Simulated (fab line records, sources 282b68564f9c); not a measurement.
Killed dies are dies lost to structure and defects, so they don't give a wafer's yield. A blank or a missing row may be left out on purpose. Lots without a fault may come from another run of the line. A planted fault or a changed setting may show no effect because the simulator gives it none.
fab line records | flow rit_cmos
record lots=6 wafers=18 last_day=7
route steps=202 shown NLDD@110 PLDD@114 SPACER@125 NSD@131 PSD@142 M1@202
lots that met no fault: from a run of the same line without faults
start_h: hours from the record's first day to the start of the lot's first wafer shown | wait_h: hours since the lot's step before | " the same as in the row above | L1.1+2: a row that stands for several wafers | - no value, or no start given | * or withheld: withheld | < > ~ a bound
route shown NAME@n: a module of which the file shows steps, and the number in the route of the first | usual: mean/standard deviation of fault-free wafers | same: alike in all rows | chamber/n: place in a boat | sites: the reading at each site | _std_site: their standard deviation | _edge_site: outer sites' mean less inner sites' | radius_mm: how far each site lies from the wafer's centre | mask NAME#n: copy n | behind: the tool/chamber that last shaped the wafer | hold: why the lot was held/for how many hours/how that ended | device: the transistor (n, p or np) that didn't switch | end of line: the same wafers' tests at the end of the route | a step without rows: its recipe alone | killed: dies lost to structure and defects at the first sort, not the wafer's yield | map: a wafer's dies, x killed, . not, _ none there
set.NAME: the setting as run; set.NAME@STEP: as run at that earlier step | model.NAME: the simulator's own value behind a step, which no gauge read
lots at some steps of the route; a table a step, a row a wafer
services: from which hour (start_h, from the record's first day; less than 0 if before it) a tool's chamber was out of use, for how many hours, and why
## steps
# step RIT_NLDD_HARDBAKE_07
# recipe resist=NOVOLAK temp_c=140 time_s=60
# step RIT_NLDD_IMPLANT_08
# recipe species=P energy_kev=20 dose_cm2=5e+14 tilt_deg=6.779
# step RIT_NLDD_STRIP_09
# recipe chemistry=O2 time_s=180 resist=NOVOLAK platen_temp_c=withheld power_w=500 pressure_mtorr=4000 o2_flow_sccm=4000
# usual drypump_motor_current_A=5.6/0.57
# columns lot.wafer tool chamber start_h wait_h drypump_motor_current_A rf_hours_counter_h
L914.1 plasma_asher-02 0 62.85 0.1 5.7 29
L914.3 " 0 " " 5.7 -
L914.6 " 1 " " 4.7 -
L919.2 plasma_asher-02 0 92.63 0.1 5.7 31
L919.3 " 0 " " 5.7 -
L919.5 " 0 " " 5.8 -
L924.3 plasma_asher-02 0 118.81 0.1 5.7 -
L924.5 " 0 " " 5.7 -
L924.6 " 1 " " 4.7 -
L927.3 plasma_asher-04 1 128.81 0.1 6.3 -
L927.4 " 0 " " 5.0 -
L927.5 " 0 " " 5.0 -
L932.1 plasma_asher-02 1 151.71 0.1 4.7 38
L932.3 " 1 " " 4.7 -
L932.4 " 0 " " 5.7 -
L933.4 plasma_asher-03 0 157.29 0.1 5.9 -
L933.5 " 1 " " 6.0 -
L933.6 " 0 " " 5.9 -
# step RIT_NLDD_TW_MEAS_10
# usual NLDD_TW=2516/23
# columns lot.wafer tool chamber start_h wait_h NLDD_TW
L914.1 film_metro-04 - 63.03 0.1 2510
L914.3 " - " " 2510
L914.6 " - " " 2516
L919.2 film_metro-02 - 92.81 0.1 2565
L919.3 " - " " 2569
L919.5 " - " " 2558
L924.3 film_metro-04 - 118.95 0.1 2494
L924.5 " - " " 2503
L924.6 " - " " 2486
L927.3 film_metro-04 - 128.95 0.1 2517
L927.4 " - " " 2509
L927.5 " - " " 2512
L932.1 film_metro-03 - 151.88 0.1 2496
L932.3 " - " " 2493
L932.4 " - " " 2523
L933.4 film_metro-02 - 157.44 0.1 2538
L933.5 " - " " 2545
L933.6 " - " " 2541
# step RIT_PLDD_HMDS_00
# recipe prime_time_s=60 prime_temp_c=140
# step RIT_PLDD_COAT_01
# recipe resist=NOVOLAK spin_rpm=3250 resist_thk_nm=982.6
# step RIT_PLDD_SOFTBAKE_02
# recipe resist=NOVOLAK temp_c=90 time_s=60
# step RIT_PLDD_EXPOSE_03
# recipe mask_id=M8 na=0.57 target_cd_nm=40900 dose_mj=250
# step RIT_PLDD_PEB_04
# recipe resist=NOVOLAK temp_c=withheld time_s=withheld
# step RIT_PLDD_DEVELOP_05
# recipe resist=NOVOLAK develop_time_s=50 dev_temp_c=23
# step RIT_PLDD_OVL_MEAS_06
# usual PLDD_OVL=0.2/1.4
# columns lot.wafer tool chamber start_h wait_h PLDD_OVL[nm]
L914.1 overlay-02 - 63.94 - -1.5
L914.3 " - " " -1.2
L914.6 " - " " -0.6
L919.2 overlay-02 - 93.85 - 3.9
L919.3 " - " " 1.9
L919.5 " - " " 3.3
L924.3 overlay-02 - 119.85 - -0.3
L924.5 " - " " 0.9
L924.6 " - " " 0.3
L927.3 overlay-01 - 129.98 - -1.3
L927.4 " - " " -3.3
L927.5 " - " " -2.6
L932.1 overlay-02 - 152.86 - -0.4
L932.3 " - " " 0.5
L932.4 " - " " -0.4
L933.4 overlay-02 - 158.46 - 1.3
L933.5 " - " " 0.6
L933.6 " - " " 0.1
# step RIT_PLDD_HARDBAKE_07
# recipe resist=NOVOLAK temp_c=140 time_s=60
# step RIT_PLDD_IMPLANT_08
# recipe species=BF2 energy_kev=20 dose_cm2=9e+14 tilt_deg=7
# usual tilt_deg=6.999/0.021
# columns lot.wafer tool chamber start_h wait_h tilt_deg
L914.1 implanter-03 0 64.12 0.1 6.990
L914.3 " 0 " " 6.981
L914.6 " 0 " " 7.000
L919.2 implanter-02 0 94.05 0.1 7.000
L919.3 " 0 " " 7.028
L919.5 " 0 " " 7.002
L924.3 implanter-03 0 120.08 0.1 7.002
L924.5 " 0 " " 6.976
L924.6 " 0 " " 6.995
L927.3 implanter-03 0 130.20 0.1 7.004
L927.4 " 0 " " 7.005
L927.5 " 0 " " 7.017
L932.1 implanter-02 0 153.05 0.1 6.981
L932.3 " 0 " " 7.007
L932.4 " 0 " " 6.975
L933.4 implanter-02 0 158.70 0.1 6.999
L933.5 " 0 " " 7.016
L933.6 " 0 " " 7.026
# step RIT_PLDD_STRIP_09
# recipe chemistry=O2 time_s=180 resist=NOVOLAK platen_temp_c=withheld power_w=500 pressure_mtorr=4000 o2_flow_sccm=4000
# usual drypump_motor_current_A=5.6/0.59
# columns lot.wafer tool chamber start_h wait_h drypump_motor_current_A rf_hours_counter_h
L914.1 plasma_asher-03 0 64.27 0.1 5.9 44
L914.3 " 0 " " 5.9 -
L914.6 " 1 " " 6.0 -
L919.2 plasma_asher-01 0 94.18 0.1 6.3 42
L919.3 " 0 " " 6.4 -
L919.5 " 0 " " 6.3 -
L924.3 plasma_asher-01 1 120.23 0.1 6.0 -
L924.5 " 0 " " 6.4 -
L924.6 " 1 " " 6.1 -
L927.3 plasma_asher-01 0 130.36 0.1 6.3 -
L927.4 " 1 " " 6.0 -
L927.5 " 0 " " 6.3 -
L932.1 plasma_asher-01 0 153.20 0.1 6.4 4
L932.3 " 0 " " 6.3 -
L932.4 " 1 " " 6.0 -
L933.4 plasma_asher-03 1 158.84 0.1 6.0 -
L933.5 " 0 " " 5.9 -
L933.6 " 1 " " 6.0 -
# step RIT_PLDD_TW_MEAS_10
# usual PLDD_TW=2371/24
# columns lot.wafer tool chamber start_h wait_h PLDD_TW
L914.1 film_metro-02 - 64.45 0.1 2424
L914.3 " - " " 2412
L914.6 " - " " 2410
L919.2 film_metro-04 - 94.36 0.1 2343
L919.3 " - " " 2322
L919.5 " - " " 2335
L924.3 film_metro-03 - 120.37 0.1 2331
L924.5 " - " " 2328
L924.6 " - " " 2330
L927.3 film_metro-03 - 130.50 0.1 2329
L927.4 " - " " 2329
L927.5 " - " " 2332
L932.1 film_metro-03 - 153.37 0.1 2356
L932.3 " - " " 2355
L932.4 " - " " 2363
L933.4 film_metro-02 - 158.98 0.1 2392
L933.5 " - " " 2393
L933.6 " - " " 2387
# step RIT_SPACER_CLEAN_00
# recipe chemistry=SC1 mix=3:3:50 time_s=600 temp_c=75
# step RIT_SPACER_CLEAN_01
# recipe chemistry=dHF dilution=50:1 time_s=30
# step RIT_SPACER_CLEAN_02
# recipe chemistry=SC2 mix=3:3:50 time_s=600 temp_c=75 dry=n2_spin
# step RIT_SPACER_CVD_03
# recipe material=Si3N4 target_thk_nm=250 temp_c=810 precursor=SiH2Cl2/NH3 time_s=3300 pressure_mtorr=300 sih2cl2_flow_sccm=60 nh3_flow_sccm=150
# step RIT_SPACER_THK_MEAS_04
# recipe reads=Si3N4_of_SPACER_CVD_03
# usual SPACER_NITRIDE_THK=249.2/2.2
# columns lot.wafer tool chamber start_h wait_h SPACER_NITRIDE_THK[nm]
L914.1 film_metro-01 - 66.82 0.0 251.7
L914.3 " - " " 250.9
L914.6 " - " " 249.9
L919.2 film_metro-04 - 96.70 0.0 248.4
L919.3 " - " " 250.5
L919.5 " - " " 249.7
L924.3 film_metro-01 - 122.73 0.0 253.0
L924.5 " - " " 251.9
L924.6 " - " " 254.6
L927.3 film_metro-02 - 132.91 0.0 250.8
L927.4 " - " " 253.4
L927.5 " - " " 251.9
L932.1 film_metro-02 - 155.73 0.0 251.9
L932.3 " - " " 251.5
L932.4 " - " " 253.9
L933.4 film_metro-02 - 161.69 0.0 251.2
L933.5 " - " " 250.8
L933.6 " - " " 249.5
# step RIT_SPACER_ETCHBACK_05
# recipe target_depth_a=2500 SF6_flow_sccm=30 CHF3_flow_sccm=30 target=Si3N4 chemistry=SF6/CHF3 pressure_mtorr=40 rf_w=258.9 time_s=240 stop_on=SiO2
# usual drypump_motor_current_A=6.1/0.54 oes_product_au=0.845/0.011 throttle_valve_pct=10.27/0.17
# columns lot.wafer tool chamber start_h wait_h drypump_motor_current_A oes_product_au rf_hours_counter_h throttle_valve_pct
L914.1 rie_diel-02 2 66.88 0.1 6.5 0.853 118 10.03
L914.3 " 0 " " 6.6 0.848 120 10.23
L914.6 " 2 " " 6.5 0.851 - 10.01
L919.2 rie_diel-03 1 96.75 0.0 6.4 0.849 85 10.18
L919.3 " 0 " " 5.5 0.852 56 10.48
L919.5 " 2 " " 6.6 0.830 - 10.53
L924.3 rie_diel-04 2 122.77 0.0 6.3 0.841 141 10.33
L924.5 " 2 " " 6.3 0.845 - 10.32
L924.6 " 0 " " 5.3 0.857 - 10.21
L927.3 rie_diel-02 2 132.95 0.0 6.5 0.860 120 10.02
L927.4 " 3 " " 5.2 0.863 72 10.51
L927.5 " 2 " " 6.5 0.862 - 10.02
L932.1 rie_diel-04 0 155.79 0.1 5.4 0.851 54 10.21
L932.3 " 3 " " 5.3 0.847 37 10.42
L932.4 " 1 " " 5.7 0.866 2 10.34
L933.4 rie_diel-03 3 161.72 0.0 6.1 0.847 125 10.21
L933.5 " 3 " " 6.1 0.841 - 10.21
L933.6 " 2 " " 6.6 0.823 - 10.54
# step RIT_NSD_HMDS_00
# recipe prime_time_s=60 prime_temp_c=140
# step RIT_NSD_COAT_01
# recipe resist=NOVOLAK spin_rpm=3250 resist_thk_nm=1000
# step RIT_NSD_SOFTBAKE_02
# recipe resist=NOVOLAK temp_c=90 time_s=60
# step RIT_NSD_EXPOSE_03
# recipe mask_id=M9 na=0.57 target_cd_nm=40700 dose_mj=250
# step RIT_NSD_PEB_04
# recipe resist=NOVOLAK temp_c=withheld time_s=withheld
# step RIT_NSD_DEVELOP_05
# recipe resist=NOVOLAK develop_time_s=50 dev_temp_c=23
# step RIT_NSD_OVL_MEAS_06
# usual NSD_OVL=0.3/1.3
# columns lot.wafer tool chamber start_h wait_h NSD_OVL[nm]
L914.1 overlay-01 - 68.01 - -1.1
L914.3 " - " " -0.2
L914.6 " - " " 1.2
L919.2 overlay-01 - 97.88 - 0.3
L919.3 " - " " 0.4
L919.5 " - " " 0.7
L924.3 overlay-02 - 123.91 - -0.1
L924.5 " - " " 1.0
L924.6 " - " " 0.2
L927.3 overlay-02 - 134.08 - 2.1
L927.4 " - " " 0.8
L927.5 " - " " 0.8
L932.1 overlay-02 - 157.09 - 0.3
L932.3 " - " " 0.6
L932.4 " - " " 1.3
L933.4 overlay-02 - 162.74 - -2.3
L933.5 " - " " -3.4
L933.6 " - " " -3.6
# step RIT_NSD_HARDBAKE_07
# recipe resist=NOVOLAK temp_c=140 time_s=60
# step RIT_NSD_IMPLANT_08
# recipe species=P energy_kev=25 dose_cm2=1e+15 tilt_deg=7
# step RIT_NSD_STRIP_09
# recipe chemistry=O2 time_s=180 resist=NOVOLAK platen_temp_c=withheld power_w=500 pressure_mtorr=4000 o2_flow_sccm=4000
# usual drypump_motor_current_A=5.8/0.57
# columns lot.wafer tool chamber start_h wait_h drypump_motor_current_A rf_hours_counter_h
L914.1 plasma_asher-04 0 68.34 0.1 5.0 43
L914.3 " 1 " " 6.2 -
L914.6 " 1 " " 6.3 -
L919.2 plasma_asher-04 0 98.21 0.1 5.0 45
L919.3 " 0 " " 5.0 -
L919.5 " 0 " " 5.0 -
L924.3 plasma_asher-01 0 124.29 0.1 6.3 -
L924.5 " 0 " " 6.4 -
L924.6 " 1 " " 6.0 -
L927.3 plasma_asher-04 0 134.46 0.1 5.0 -
L927.4 " 1 " " 6.2 -
L927.5 " 1 " " 6.2 -
L932.1 plasma_asher-01 0 157.42 0.1 6.3 4
L932.3 " 0 " " 6.4 -
L932.4 " 1 " " 6.0 -
L933.4 plasma_asher-04 0 163.11 0.1 5.0 -
L933.5 " 1 " " 6.3 -
L933.6 " 0 " " 5.0 -
# step RIT_NSD_TW_MEAS_10
# usual NSD_TW=3148/32
# columns lot.wafer tool chamber start_h wait_h NSD_TW
L914.1 film_metro-03 - 68.52 0.1 3122
L914.3 " - " " 3113
L914.6 " - " " 3107
L919.2 film_metro-03 - 98.40 0.1 3122
L919.3 " - " " 3131
L919.5 " - " " 3119
L924.3 film_metro-04 - 124.43 0.1 3117
L924.5 " - " " 3152
L924.6 " - " " 3145
L927.3 film_metro-02 - 134.60 0.1 3199
L927.4 " - " " 3208
L927.5 " - " " 3212
L932.1 film_metro-04 - 157.60 0.1 3141
L932.3 " - " " 3131
L932.4 " - " " 3130
L933.4 film_metro-04 - 163.26 0.1 3123
L933.5 " - " " 3115
L933.6 " - " " 3136
# step RIT_PSD_HMDS_00
# recipe prime_time_s=60 prime_temp_c=140
# step RIT_PSD_COAT_01
# recipe resist=NOVOLAK spin_rpm=3250 resist_thk_nm=1000
# step RIT_PSD_SOFTBAKE_02
# recipe resist=NOVOLAK temp_c=90 time_s=60
# step RIT_PSD_EXPOSE_03
# recipe mask_id=M10 na=0.57 target_cd_nm=40900 dose_mj=250
# step RIT_PSD_PEB_04
# recipe resist=NOVOLAK temp_c=withheld time_s=withheld
# step RIT_PSD_DEVELOP_05
# recipe resist=NOVOLAK develop_time_s=50 dev_temp_c=23
# step RIT_PSD_OVL_MEAS_06
# usual PSD_OVL=-0.3/1.4
# columns lot.wafer tool chamber start_h wait_h PSD_OVL[nm]
L914.1 overlay-02 - 69.55 - 1.6
L914.3 " - " " 1.9
L914.6 " - " " 2.0
L919.2 overlay-02 - 99.37 - -0.3
L919.3 " - " " -1.0
L919.5 " - " " 0.4
L924.3 overlay-01 - 125.33 - 0.7
L924.5 " - " " -1.8
L924.6 " - " " -1.4
L927.3 overlay-01 - 135.50 - -0.9
L927.4 " - " " 0.5
L927.5 " - " " 0.2
L932.1 overlay-01 - 158.51 - -1.1
L932.3 " - " " -1.5
L932.4 " - " " -2.7
L933.4 overlay-01 - 164.34 - -1.6
L933.5 " - " " -2.7
L933.6 " - " " -0.3
# step RIT_PSD_HARDBAKE_07
# recipe resist=NOVOLAK temp_c=140 time_s=60
# step RIT_PSD_IMPLANT_08
# recipe species=BF2 energy_kev=27 dose_cm2=4.95e+15 tilt_deg=7
# step RIT_PSD_STRIP_09
# recipe chemistry=O2 time_s=180 resist=NOVOLAK platen_temp_c=withheld power_w=500 pressure_mtorr=4000 o2_flow_sccm=4000
# usual drypump_motor_current_A=5.9/0.45
# columns lot.wafer tool chamber start_h wait_h drypump_motor_current_A rf_hours_counter_h
L914.1 plasma_asher-03 1 69.89 0.1 6.0 44
L914.3 " 1 " " 6.0 -
L914.6 " 1 " " 6.0 -
L919.2 plasma_asher-01 1 99.70 0.1 6.0 43
L919.3 " 1 " " 6.0 -
L919.5 " 1 " " 6.0 -
L924.3 plasma_asher-01 0 125.71 0.1 6.4 -
L924.5 " 1 " " 6.0 -
L924.6 " 0 " " 6.4 -
L927.3 plasma_asher-04 1 135.89 0.1 6.2 -
L927.4 " 0 " " 5.0 -
L927.5 " 0 " " 5.0 -
L932.1 plasma_asher-04 0 158.84 0.1 5.0 53
L932.3 " 1 " " 6.2 -
L932.4 " 0 " " 5.0 -
L933.4 plasma_asher-01 0 164.83 0.1 6.4 -
L933.5 " 1 " " 6.1 -
L933.6 " 0 " " 6.4 -
# step RIT_SDANNEAL_RS_MEAS_06
# recipe thk_meas_gauge=four-point-probe
# usual PLDD_RS=178.6/0.48
# columns lot.wafer tool chamber start_h wait_h PLDD_RS[ohm/sq]
L914.1 film_metro-03 - 70.79 0.1 178.5
L914.3 " - " " 178.8
L914.6 " - " " 178.4
L919.2 film_metro-02 - 100.62 0.1 179.5
L919.3 " - " " 179.5
L919.5 " - " " 180.0
L924.3 film_metro-02 - 126.62 0.1 183.7
L924.5 " - " " 184.1
L924.6 " - " " 183.2
L927.3 film_metro-03 - 136.78 0.1 184.6
L927.4 " - " " 184.0
L927.5 " - " " 184.0
L932.1 film_metro-02 - 159.74 0.1 179.2
L932.3 " - " " 179.0
L932.4 " - " " 179.8
L933.4 film_metro-02 - 165.73 0.1 178.0
L933.5 " - " " 178.3
L933.6 " - " " 178.1
# step RIT_M1_PROBE_99
# usual killed_at_contacts=0.1/0.24 killed_at_front_end=7/3.1 killed_dies=7/3.1 killed_open=3.6/2.1 killed_short=3.2/2
# same gross_dies=264 killed_at_M0_to_M3=0 killed_at_M4_up=0 killed_at_back_side=0 killed_at_other=0
# columns lot.wafer tool chamber start_h wait_h killed_at_contacts killed_at_front_end killed_dies killed_open killed_short model.etest.pldd.rs_ohm_sq_range model.etest.pldd.rs_ohm_sq_rim_less_centre model.etest.pmos_0p15.drive_ua_um_range
L914.1 prober-02 - 78.46 0.1 0 5 5 3 2 16.7 10.42 4.689
L914.3 prober-02 - 78.56 0.2 0 3 3 2 1 13.28 3.739 3.721
L914.6 prober-02 - 78.71 0.2 0 8 8 5 3 10.21 7.018 5.668
L919.2 prober-01 - 110.17 0.1 0 2 2 0 2 14.44 -3.131 5.527
L919.3 prober-01 - 110.22 0.2 0 4 4 3 1 8.941 1.491 3.88
L919.5 prober-01 - 110.32 0.2 0 1 1 0 1 8.606 3.908 3.617
L924.3 prober-02 - 133.97 0.2 0 16 16 6 10 41.44 -10.31 6.133
L924.5 prober-02 - 134.07 0.2 0 3 3 0 3 40.94 -16.37 7.88
L924.6 prober-02 - 134.12 0.2 0 7 7 4 3 45.3 -7.168 5.724
L927.3 prober-01 - 144.39 0.2 0 8 8 4 4 42.85 -18.38 6.727
L927.4 prober-01 - 144.44 0.2 0 9 9 4 5 43.95 -21.98 6.331
L927.5 prober-01 - 144.49 0.2 0 3 3 2 1 41.34 -17.8 6.727
L932.1 prober-02 - 167.09 0.1 0 14 14 8 6 10.1 3.674 5.829
L932.3 prober-02 - 167.19 0.2 0 11 11 4 7 11.95 10.22 4.583
L932.4 prober-02 - 167.24 0.2 1 2 3 3 0 9.982 6.374 5.025
L933.4 prober-01 - 173.01 0.2 0 10 10 6 4 10.85 -6.647 7.53
L933.5 prober-01 - 173.06 0.2 0 10 10 8 2 6.504 2.239 7.125
L933.6 prober-01 - 173.11 0.2 0 5 5 4 1 3.935 -0.7827 6.827
# killed by level:class
L914.1 FOX1:geometric_particle:short=1 FOX2:geometric_particle:short=1 FOX2:geometric_particle:open=1 REOX:geometric_particle:open=1 SPACER:geometric_particle:open=1
L914.3 FOX1:geometric_particle:open=1 FOX1:geometric_particle:short=1 SPACER:geometric_particle:open=1
L914.6 GATE:geometric_particle:open=3 GATE:geometric_particle:short=2 FOX1:geometric_particle:open=1 SILICIDE:geometric_particle:open=1 SILICIDE:geometric_particle:short=1
L919.2 REOX:geometric_particle:short=1 SPACER:geometric_particle:short=1
L919.3 FOX1:geometric_particle:open=1 GATE:geometric_particle:short=1 REOX:geometric_particle:open=1 SPACER:geometric_particle:open=1
L919.5 REOX:geometric_particle:short=1
L924.3 SILICIDE:geometric_particle:short=4 GATE:geometric_particle:short=3 GATE:geometric_particle:open=2 REOX:geometric_particle:short=2 SPACER:geometric_particle:open=2 FOX2:geometric_particle:short=1 REOX:geometric_particle:open=1 SILICIDE:geometric_particle:open=1
L924.5 REOX:geometric_particle:short=2 SILICIDE:geometric_particle:short=1
L924.6 GATE:geometric_particle:open=3 FOX1:geometric_particle:short=1 FOX1:geometric_particle:open=1 REOX:geometric_particle:short=1 SPACER:geometric_particle:short=1
L927.3 GATE:geometric_particle:short=2 FOX2:geometric_particle:open=1 GATE:geometric_particle:open=1 REOX:geometric_particle:open=1 REOX:geometric_particle:short=1 SPACER:geometric_particle:open=1 SILICIDE:geometric_particle:short=1
L927.4 SPACER:geometric_particle:short=3 SPACER:geometric_particle:open=2 FOX1:geometric_particle:open=1 FOX2:geometric_particle:short=1 FOX2:geometric_particle:open=1 GATE:geometric_particle:short=1
L927.5 FOX1:geometric_particle:short=1 GATE:geometric_particle:open=1 SPACER:geometric_particle:open=1
L932.1 FOX1:geometric_particle:open=2 GATE:geometric_particle:short=2 REOX:geometric_particle:open=2 REOX:geometric_particle:short=2 SILICIDE:geometric_particle:open=2 FOX1:geometric_particle:short=1 FOX2:geometric_particle:open=1 GATE:geometric_particle:open=1
L932.3 GATE:geometric_particle:short=2 REOX:geometric_particle:short=2 SPACER:geometric_particle:open=2 FOX1:geometric_particle:short=1 FOX2:geometric_particle:short=1 GATE:geometric_particle:open=1 SPACER:geometric_particle:short=1 SILICIDE:geometric_particle:open=1
L932.4 GATE:geometric_particle:open=1 SILICIDE:geometric_particle:open=1 CONTACT:geometric_particle:open=1
L933.4 GATE:geometric_particle:short=3 GATE:geometric_particle:open=3 REOX:geometric_particle:open=3 REOX:geometric_particle:short=1
L933.5 GATE:geometric_particle:open=3 SILICIDE:geometric_particle:open=2 FOX1:geometric_particle:open=1 FOX2:geometric_particle:short=1 REOX:geometric_particle:open=1 REOX:geometric_particle:short=1 SPACER:geometric_particle:open=1
L933.6 GATE:geometric_particle:open=2 REOX:geometric_particle:open=1 SPACER:geometric_particle:open=1 SILICIDE:geometric_particle:short=1
## services
# columns tool chamber start_h hours kind
plasma_asher-03 - 45.88 4.0 pm
rie_diel-03 1 50.38 4.1 repair
implanter-02 - 80.39 3.7 pm
rie_diel-02 2 98.30 5.0 repair
plasma_asher-03 - 108.71 1.9 repair
plasma_asher-01 - 108.75 9.0 pm
plasma_asher-01 0 108.75 9.0 vent_cycle
plasma_asher-01 1 108.75 9.0 vent_cycle
rie_diel-03 3 113.34 2.7 repair
plasma_asher-01 - 115.26 0.9 repair
plasma_asher-01 0 117.75 - clean
plasma_asher-01 1 117.75 - clean
rie_diel-04 3 121.15 6.7 repair
plasma_asher-03 - 130.36 2.8 pm
implanter-03 - 130.60 10.6 repair
rie_diel-03 3 140.74 14.5 repair
implanter-03 - 141.21 2.9 pm
rie_diel-02 - 145.14 2.8 pm
## key
first_sign step=RIT_PLDD_TW_MEAS_10 reading=PLDD_TW direction=down sigmas=1.7 usual=2371 struck=2330
effect step=RIT_SDANNEAL_RS_MEAS_06 reading=PLDD_RS direction=up sigmas=11 usual=178.6 struck=183.9
model_effect step=RIT_M1_PROBE_99 value=etest.pldd.rs_ohm_sq_range without=10.39 struck=42.64
met_at RIT_PLDD_IMPLANT_08
struck_wafers L924.3,L924.5,L924.6,L927.3,L927.4,L927.5
tester_left_out L924,L927
onset_between 64.12 120.08
fault kind=process_parameter_drift tool=implanter-03 chamber=- onset_h=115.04 steps=RIT_PLDD_IMPLANT_08 channel=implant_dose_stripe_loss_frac offset=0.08 shape=step end_h=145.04
# tester_left_out: of these lots the tester's yield and bins aren't shown, on N5 and GAA mostly nor the transistor test; their killed dies are dies lost to structure and defects alone, not to doping, threshold or leakage, so they don't give the yield
